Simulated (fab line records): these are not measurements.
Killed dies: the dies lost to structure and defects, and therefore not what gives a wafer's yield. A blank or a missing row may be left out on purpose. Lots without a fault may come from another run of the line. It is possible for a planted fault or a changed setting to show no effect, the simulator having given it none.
Chamber matching | flow berkeleyCmos170 | 4 sister chambers for UCB170_V2_CMP_02 on cmp-02
The step polishes SiO2. 4 wafers are shown with their chamber, then 8 later ones without.

## WAFERS PAIRED WITH THEIR CHAMBERS
wafer  | chamber | motorCurrentA (A)
L984.6 | 2       | 13.8
L986.4 | 1       | 18.8
L986.6 | 0       | 18.2
L989.3 | 3       | 15.8

## WAFERS WITHOUT THEIR CHAMBER
wafer  | motorCurrentA (A)
L989.4 | 17.0
L989.5 | 15.4
L994.3 | 14.5
L994.5 | 16.4
L994.6 | 18.2
L996.1 | 18.3
L996.3 | 16.3
L996.6 | 18.2

## WHICH CHAMBER EACH ONE RAN IN
wafer  | from the rows above          | in truth
L989.4 | can't be placed: 0 or 3 or 1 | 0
L989.5 | 3                            | 3
L994.3 | can't be placed: 2 or 3      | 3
L994.5 | 3                            | 3
L994.6 | can't be placed: 0 or 1      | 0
L996.1 | can't be placed: 0 or 1      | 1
L996.3 | 3                            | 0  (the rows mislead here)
L996.6 | can't be placed: 0 or 1      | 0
Correct placement for 2 of the 8. These rows do not allow placing 5 (true chamber among the candidates in 5). Placed wrongly: 1.
How it was worked out, from the rows above alone: a wafer's distance from a chamber is the root of the sum, over the readings, of the square of ((its reading less the chamber's mean) divided by the reading's scatter). If the next closest chamber is less than 2 further off than the closest, the wafer can't be placed; otherwise it belongs to the closest. Each chamber's mean is taken over the wafers shown for it. The scatter: root of mean squared gap, hidden wafer to nearest shown wafer, with one shown wafer a chamber.
